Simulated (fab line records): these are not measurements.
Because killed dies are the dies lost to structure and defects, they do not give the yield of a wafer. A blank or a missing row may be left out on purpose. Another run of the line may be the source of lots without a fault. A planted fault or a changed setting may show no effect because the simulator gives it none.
fab line records -- flow berkeley-cmos170
record lots=14, wafers=42, last-day=11
route steps=331 shown NWELL@30 SPACER@173 PLDD@208 NLDD@209 M2@288 M3@325
lots that met no fault: taken from a fault-free run of the same line
start-h: hours from the record's opening day to when the first of the lot's shown wafers began -- wait-h: hours since the lot's step before -- " same as the row above -- L1.1+2: one row covering several wafers at once -- - no value, or no start was given -- * or withheld: withheld -- < > ~ a bound
route shown NAME@n: NAME is a module with steps in the file, n the number in the route of the first one -- usual: mean/standard deviation of fault-free wafers -- same: alike in all rows -- chamber/n: place in a boat -- sites: per-site readings -- _std_site: their standard deviation -- _edge_site: inner sites' mean taken away from outer sites' mean -- radius-mm: how far each site lies from the wafer's centre -- mask NAME#n: copy n -- behind: the most recent tool/chamber to have shaped the wafer -- hold: reason for holding the lot/hours on hold/outcome of the hold -- device: which transistor (n, p or np) failed to switch -- end of line: tests of these same wafers at the route's end -- a step without rows: its recipe alone -- killed: count of dies lost to structure and defects at first sort (not the wafer's yield) -- map: the dies of a wafer, with x for killed, . for not killed, _ for no die there
set.NAME: the setting the step ran with; set.NAME@STEP: the setting that earlier step ran with -- model.NAME: the simulator's own value behind a step, which no gauge read
route steps across a sampled set of lots; one table per step, one row per wafer
services: the hour from which a tool's chamber was out of use, counted from the record's first day as start-h (under 0 if before that day), plus the number of hours and why
## steps
# step UCB170_NWELL_TW_MEAS_16
# usual NWELL_TW=1247/6.7
lot.wafer,tool,chamber,start-h,wait-h,NWELL_TW
L627.1,film-metro-03,-,32.93,0.1,1245
L627.3,film-metro-03,-,32.93,0.1,1239
L627.5,film-metro-03,-,32.93,0.1,1238
L628.2,film-metro-02,-,39.36,0.1,1248
L628.4,film-metro-02,-,39.36,0.1,1245
L628.6,film-metro-02,-,39.36,0.1,1247
L629.1,film-metro-02,-,39.59,0.1,1240
L629.5,film-metro-02,-,39.59,0.1,1244
L629.6,film-metro-02,-,39.59,0.1,1245
L630.4,film-metro-02,-,43.65,0.1,1251
L630.5,film-metro-02,-,43.65,0.1,1241
L630.6,film-metro-02,-,43.65,0.1,1243
L631.1,film-metro-02,-,50.24,0.1,1245
L631.3,film-metro-02,-,50.24,0.1,1250
L631.6,film-metro-02,-,50.24,0.1,1241
L633.2,film-metro-02,-,62.26,0.1,1239
L633.4,film-metro-02,-,62.26,0.1,1248
L633.6,film-metro-02,-,62.26,0.1,1246
L634.1,film-metro-03,-,66.27,0.1,1246
L634.2,film-metro-03,-,66.27,0.1,1239
L634.5,film-metro-03,-,66.27,0.1,1249
L635.2,film-metro-02,-,71.43,0.1,1248
L635.3,film-metro-02,-,71.43,0.1,1253
L635.5,film-metro-02,-,71.43,0.1,1250
L636.2,film-metro-02,-,80.74,0.1,1248
L636.3,film-metro-02,-,80.74,0.1,1257
L636.6,film-metro-02,-,80.74,0.1,1246
L637.4,film-metro-04,-,81.00,0.1,1259
L637.5,film-metro-04,-,81.00,0.1,1258
L637.6,film-metro-04,-,81.00,0.1,1260
L638.1,film-metro-02,-,87.25,0.1,1247
L638.2,film-metro-02,-,87.25,0.1,1245
L638.6,film-metro-02,-,87.25,0.1,1253
L640.1,film-metro-02,-,94.49,0.1,1247
L640.5,film-metro-02,-,94.49,0.1,1249
L640.6,film-metro-02,-,94.49,0.1,1247
L644.1,film-metro-03,-,117.66,0.1,1239
L644.4,film-metro-03,-,117.66,0.1,1246
L644.6,film-metro-03,-,117.66,0.1,1250
L647.1,film-metro-03,-,136.55,0.1,1246
L647.3,film-metro-03,-,136.55,0.1,1244
L647.6,film-metro-03,-,136.55,0.1,1244
# step UCB170_SPACER_ANNEAL_02
# recipe temp-c=900, time-s=1800, ambient=N2
lot.wafer,tool,chamber,start-h,wait-h
L627.1+3+5,furnace-03,0,129.42,3.4
L628.2+4+6,furnace-01,0,133.06,2.8
L629.1+5+6,furnace-01,0,133.06,2.6
L630.4+5+6,furnace-01,0,153.14,2.9
L631.1+3+6,furnace-01,0,153.14,3.5
L633.2+4+6,furnace-03,0,163.22,0.9
L634.1+2+5,furnace-03,0,163.22,2.0
L635.2+3+5,furnace-01,0,172.97,3.2
L636.2+3+6,furnace-01,0,180.72,2.3
L637.4+5+6,furnace-01,0,180.72,2.6
L638.1+2+6,furnace-03,0,193.18,4.3
L640.1+5+6,furnace-03,0,193.18,3.9
L644.1+4+6,furnace-02,0,216.41,2.7
L647.1+3+6,furnace-02,0,219.41,1.7
# step UCB170_SDANNEAL_RS_MEAS_04
# recipe thk-meas-gauge=four-point-probe
# usual PLDD_RS=1032.3/3
lot.wafer,tool,chamber,start-h,wait-h,PLDD_RS[ohm/sq]
L627.1,film-metro-04,-,135.32,0.1,1032.2
L627.3,film-metro-04,-,135.32,0.1,1027.2
L627.5,film-metro-04,-,135.32,0.1,1029.9
L628.2,film-metro-04,-,138.74,0.1,1035.3
L628.4,film-metro-04,-,138.74,0.1,1034.9
L628.6,film-metro-04,-,138.74,0.1,1037.0
L629.1,film-metro-03,-,139.25,0.1,1026.5
L629.5,film-metro-03,-,139.25,0.1,1028.5
L629.6,film-metro-03,-,139.25,0.1,1028.6
L631.1,film-metro-03,-,159.87,0.1,1032.8
L631.3,film-metro-03,-,159.87,0.1,1029.0
L631.6,film-metro-03,-,159.87,0.1,1031.2
L630.4,film-metro-03,-,160.47,0.1,1033.0
L630.5,film-metro-03,-,160.47,0.1,1032.9
L630.6,film-metro-03,-,160.47,0.1,1032.8
L633.2,film-metro-04,-,170.39,0.1,1026.7
L633.4,film-metro-04,-,170.39,0.1,1030.2
L633.6,film-metro-04,-,170.39,0.1,1028.1
L634.1,film-metro-03,-,170.57,0.1,1030.3
L634.2,film-metro-03,-,170.57,0.1,1034.0
L634.5,film-metro-03,-,170.57,0.1,1030.6
L635.2,film-metro-04,-,179.34,0.1,1035.4
L635.3,film-metro-04,-,179.34,0.1,1034.0
L635.5,film-metro-04,-,179.34,0.1,1036.0
L636.2,film-metro-04,-,186.90,0.1,950.5
L636.3,film-metro-04,-,186.90,0.1,949.2
L636.6,film-metro-04,-,186.90,0.1,950.4
L637.4,film-metro-01,-,187.15,0.1,949.2
L637.5,film-metro-01,-,187.15,0.1,950.6
L637.6,film-metro-01,-,187.15,0.1,948.9
L640.1,film-metro-01,-,201.64,0.1,1027.9
L640.5,film-metro-01,-,201.64,0.1,1028.6
L640.6,film-metro-01,-,201.64,0.1,1028.5
L638.1,film-metro-03,-,201.98,0.1,1034.1
L638.2,film-metro-03,-,201.98,0.1,1033.5
L638.6,film-metro-03,-,201.98,0.1,1032.0
L644.1,film-metro-04,-,228.26,0.1,1038.5
L644.4,film-metro-04,-,228.26,0.1,1036.8
L644.6,film-metro-04,-,228.26,0.1,1037.5
L647.1,film-metro-01,-,229.17,0.1,1032.5
L647.3,film-metro-01,-,229.17,0.1,1031.2
L647.6,film-metro-01,-,229.17,0.1,1032.5
# step UCB170_SDANNEAL_RS_MEAS_05
# recipe thk-meas-gauge=four-point-probe
# usual NLDD_RS=616.6/1.2
lot.wafer,tool,chamber,start-h,wait-h,NLDD_RS[ohm/sq]
L627.1,film-metro-04,-,135.44,0.1,617.4
L627.3,film-metro-04,-,135.44,0.1,615.5
L627.5,film-metro-04,-,135.44,0.1,615.0
L628.2,film-metro-04,-,138.86,0.1,616.7
L628.4,film-metro-04,-,138.86,0.1,614.5
L628.6,film-metro-04,-,138.86,0.1,616.8
L629.1,film-metro-03,-,139.37,0.1,614.8
L629.5,film-metro-03,-,139.37,0.1,613.9
L629.6,film-metro-03,-,139.37,0.1,615.8
L631.1,film-metro-03,-,159.99,0.1,616.6
L631.3,film-metro-03,-,159.99,0.1,616.7
L631.6,film-metro-03,-,159.99,0.1,615.2
L630.4,film-metro-03,-,160.59,0.1,615.3
L630.5,film-metro-03,-,160.59,0.1,616.3
L630.6,film-metro-03,-,160.59,0.1,616.9
L633.2,film-metro-04,-,170.51,0.1,617.7
L633.4,film-metro-04,-,170.51,0.1,618.5
L633.6,film-metro-04,-,170.51,0.1,618.1
L634.1,film-metro-03,-,170.69,0.1,617.2
L634.2,film-metro-03,-,170.69,0.1,617.5
L634.5,film-metro-03,-,170.69,0.1,616.0
L635.2,film-metro-04,-,179.46,0.1,617.8
L635.3,film-metro-04,-,179.46,0.1,618.7
L635.5,film-metro-04,-,179.46,0.1,617.8
L636.2,film-metro-04,-,187.02,0.1,608.1
L636.3,film-metro-04,-,187.02,0.1,608.0
L636.6,film-metro-04,-,187.02,0.1,606.2
L637.4,film-metro-01,-,187.27,0.1,604.5
L637.5,film-metro-01,-,187.27,0.1,608.0
L637.6,film-metro-01,-,187.27,0.1,605.6
L640.1,film-metro-01,-,201.76,0.1,616.3
L640.5,film-metro-01,-,201.76,0.1,614.3
L640.6,film-metro-01,-,201.76,0.1,616.2
L638.1,film-metro-03,-,202.10,0.1,614.8
L638.2,film-metro-03,-,202.10,0.1,615.6
L638.6,film-metro-03,-,202.10,0.1,614.7
L644.1,film-metro-04,-,228.38,0.1,617.4
L644.4,film-metro-04,-,228.38,0.1,617.1
L644.6,film-metro-04,-,228.38,0.1,615.9
L647.1,film-metro-01,-,229.29,0.1,617.6
L647.3,film-metro-01,-,229.29,0.1,615.8
L647.6,film-metro-01,-,229.29,0.1,617.5
# step UCB170_M2_ETCH_17
# recipe chemistry=N2/H2, target-depth-a=withheld, overetch-a=withheld, target=BARC, time-s=withheld, source-w=483.5, bias-w=100, pressure-mtorr=30, n2-flow-sccm=100, h2-flow-sccm=200
# usual drypump-motor-current-A=5.6/0.42, h2-flow-sccm=200.0/0.61, oes-product-au=0.982/0.023, throttle-valve-pct=13.31/0.18
lot.wafer,tool,chamber,start-h,wait-h,drypump-motor-current-A,h2-flow-sccm,oes-product-au,throttle-valve-pct
L627.1,rie-diel-01,3,151.32,0.0,5.7,200.0,0.968,13.46
L627.3,rie-diel-01,2,151.32,0.0,5.1,198.8,1.013,13.24
L627.5,rie-diel-01,1,151.32,0.0,6.4,199.4,0.998,13.17
L629.1,rie-diel-01,2,159.43,0.0,5.2,200.2,1.014,13.23
L629.5,rie-diel-01,0,159.43,0.0,5.4,199.4,0.949,13.31
L629.6,rie-diel-01,3,159.43,0.0,5.7,199.5,0.953,13.48
L628.2,rie-diel-04,1,159.70,0.0,5.6,199.7,0.970,13.28
L628.4,rie-diel-04,2,159.70,0.0,6.2,200.3,0.956,13.15
L628.6,rie-diel-04,1,159.70,0.0,5.6,199.9,0.994,13.28
L631.1,rie-diel-04,2,177.35,0.0,6.2,199.2,0.958,13.14
L631.3,rie-diel-04,3,177.35,0.0,5.8,200.6,1.015,13.37
L631.6,rie-diel-04,0,177.35,0.0,5.9,198.8,0.978,13.28
L630.4,rie-diel-01,3,177.62,0.0,5.7,200.1,0.960,13.47
L630.5,rie-diel-01,0,177.62,0.0,5.4,199.6,0.957,13.33
L630.6,rie-diel-01,3,177.62,0.0,5.7,199.8,0.955,13.48
L633.2,rie-diel-01,2,189.13,0.0,5.1,201.1,1.008,13.24
L633.4,rie-diel-01,0,189.13,0.0,5.4,198.7,0.950,13.31
L633.6,rie-diel-01,2,189.13,0.0,5.1,200.2,1.009,13.22
L634.1,rie-diel-04,2,189.41,0.0,6.2,200.9,0.948,13.15
L634.2,rie-diel-04,3,189.41,0.0,5.8,199.7,1.012,13.39
L634.5,rie-diel-04,1,189.41,0.0,5.6,199.8,0.997,13.25
L635.2,rie-diel-02,1,195.90,0.0,5.0,199.9,0.977,13.62
L635.3,rie-diel-02,2,195.90,0.0,5.1,199.9,0.978,12.93
L635.5,rie-diel-02,0,195.90,0.0,5.9,199.8,1.032,13.56
L636.2,rie-diel-02,3,204.00,0.0,5.7,198.5,0.993,13.30
L636.3,rie-diel-02,0,204.00,0.0,5.9,200.2,1.019,13.57
L636.6,rie-diel-02,3,204.00,0.0,5.7,199.2,0.987,13.32
L637.4,rie-diel-01,3,204.30,0.0,5.7,199.4,0.965,13.47
L637.5,rie-diel-01,2,204.30,0.0,5.1,198.9,1.008,13.23
L637.6,rie-diel-01,0,204.30,0.0,5.4,199.1,0.946,13.32
L640.1,rie-diel-01,1,217.43,0.0,6.3,200.0,0.978,13.20
L640.5,rie-diel-01,1,217.43,0.0,6.3,200.3,0.982,13.19
L640.6,rie-diel-01,2,217.43,0.0,5.1,199.6,1.012,13.24
L638.1,rie-diel-04,0,217.70,0.0,5.9,199.7,0.977,13.29
L638.2,rie-diel-04,3,217.70,0.0,5.8,199.5,1.002,13.37
L638.6,rie-diel-04,3,217.70,0.0,5.8,200.1,1.014,13.38
L644.1,rie-diel-04,0,246.64,0.0,5.9,200.1,0.970,13.29
L644.4,rie-diel-04,3,246.64,0.0,5.8,199.6,1.002,13.38
L644.6,rie-diel-04,2,246.64,0.0,6.2,200.2,0.941,13.14
L647.1,rie-diel-02,3,247.03,0.0,5.7,200.3,0.993,13.31
L647.3,rie-diel-02,1,247.03,0.0,5.0,200.1,0.974,13.62
L647.6,rie-diel-02,1,247.03,0.0,5.0,200.0,0.980,13.63
# step UCB170_M3_OVL_MEAS_16
# usual M3_OVL=-1/6.2
lot.wafer,tool,chamber,start-h,wait-h,M3_OVL[nm]
L627.1,overlay-02,-,156.70,0.1,-8
L627.3,overlay-02,-,156.70,0.1,-8
L627.5,overlay-02,-,156.70,0.1,-6
L629.1,overlay-01,-,164.72,0.1,2
L629.5,overlay-01,-,164.72,0.1,3
L629.6,overlay-01,-,164.72,0.1,7
L628.2,overlay-02,-,165.00,0.1,0
L628.4,overlay-02,-,165.00,0.1,-1
L628.6,overlay-02,-,165.00,0.1,9
L631.1,overlay-02,-,182.46,0.1,1
L631.3,overlay-02,-,182.46,0.1,-6
L631.6,overlay-02,-,182.46,0.1,5
L630.4,overlay-01,-,183.16,0.1,1
L630.5,overlay-01,-,183.16,0.1,6
L630.6,overlay-01,-,183.16,0.1,-2
L633.2,overlay-02,-,193.93,0.1,-5
L633.4,overlay-02,-,193.93,0.1,-4
L633.6,overlay-02,-,193.93,0.1,-7
L634.1,overlay-02,-,194.40,0.1,-5
L634.2,overlay-02,-,194.40,0.1,2
L634.5,overlay-02,-,194.40,0.1,-4
L635.2,overlay-02,-,202.76,0.1,-1
L635.3,overlay-02,-,202.76,0.1,-2
L635.5,overlay-02,-,202.76,0.1,5
L636.2,overlay-01,-,209.70,0.1,-8
L636.3,overlay-01,-,209.70,0.1,-5
L636.6,overlay-01,-,209.70,0.1,-6
L637.4,overlay-02,-,209.98,0.1,-1
L637.5,overlay-02,-,209.98,0.1,-5
L637.6,overlay-02,-,209.98,0.1,1
L640.1,overlay-01,-,223.46,0.1,-11
L640.5,overlay-01,-,223.46,0.1,-20
L640.6,overlay-01,-,223.46,0.1,-13
L638.1,overlay-01,-,225.25,0.1,1
L638.2,overlay-01,-,225.25,0.1,-1
L638.6,overlay-01,-,225.25,0.1,0
L644.1,overlay-02,-,252.64,0.1,-3
L644.4,overlay-02,-,252.64,0.1,14
L644.6,overlay-02,-,252.64,0.1,-5
L647.1,overlay-02,-,253.24,0.1,-8
L647.3,overlay-02,-,253.24,0.1,-11
L647.6,overlay-02,-,253.24,0.1,-12
## services
tool,chamber,start-h,hours,kind
rie-diel-04,0,111.18,2.0,repair
furnace-02,-,123.16,3.4,pm
furnace-01,-,134.56,3.4,pm
rie-diel-02,3,139.52,23.4,repair
rie-diel-04,3,158.19,18.2,repair
furnace-03,-,182.24,3.6,pm
rie-diel-04,-,187.80,0.7,repair
rie-diel-01,1,190.44,-,clean
rie-diel-01,1,190.44,21.8,scheduled-down
rie-diel-01,1,190.44,21.8,vent-cycle
rie-diel-04,-,199.68,0.9,repair
rie-diel-02,2,209.47,12.5,repair
furnace-02,-,224.06,3.7,pm
rie-diel-04,0,227.33,10.2,repair
rie-diel-01,-,234.35,1.8,repair
furnace-02,-,235.69,19.6,pm
## key
first-sign step=UCB170_SDANNEAL_RS_MEAS_04, reading=PLDD_RS, direction=down, sigmas=28, usual=1032.3, struck=949.8
effect step=UCB170_SDANNEAL_RS_MEAS_05, reading=NLDD_RS, direction=down, sigmas=8, usual=616.6, struck=606.7
met-at UCB170_SPACER_ANNEAL_02
struck-lots L636,L637
tester-left-out L636,L637
not-acting-at UCB170_NWELL_TW_MEAS_16,UCB170_M2_ETCH_17,UCB170_M3_OVL_MEAS_16
onset-between 172.97 180.72
fault kind=process-parameter-drift, tool=furnace-01, chamber=-, onset-h=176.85, steps=UCB170_SPACER_ANNEAL_02, channel=time-s, offset=*, shape=step, end-h=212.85, acts-in=*, stated=*
# tester-left-out: of these lots the tester's yield and bins aren't shown, on N5 and GAA mostly nor the transistor test; their killed dies are dies lost to structure and defects alone, not to doping, threshold or leakage, so they don't give the yield
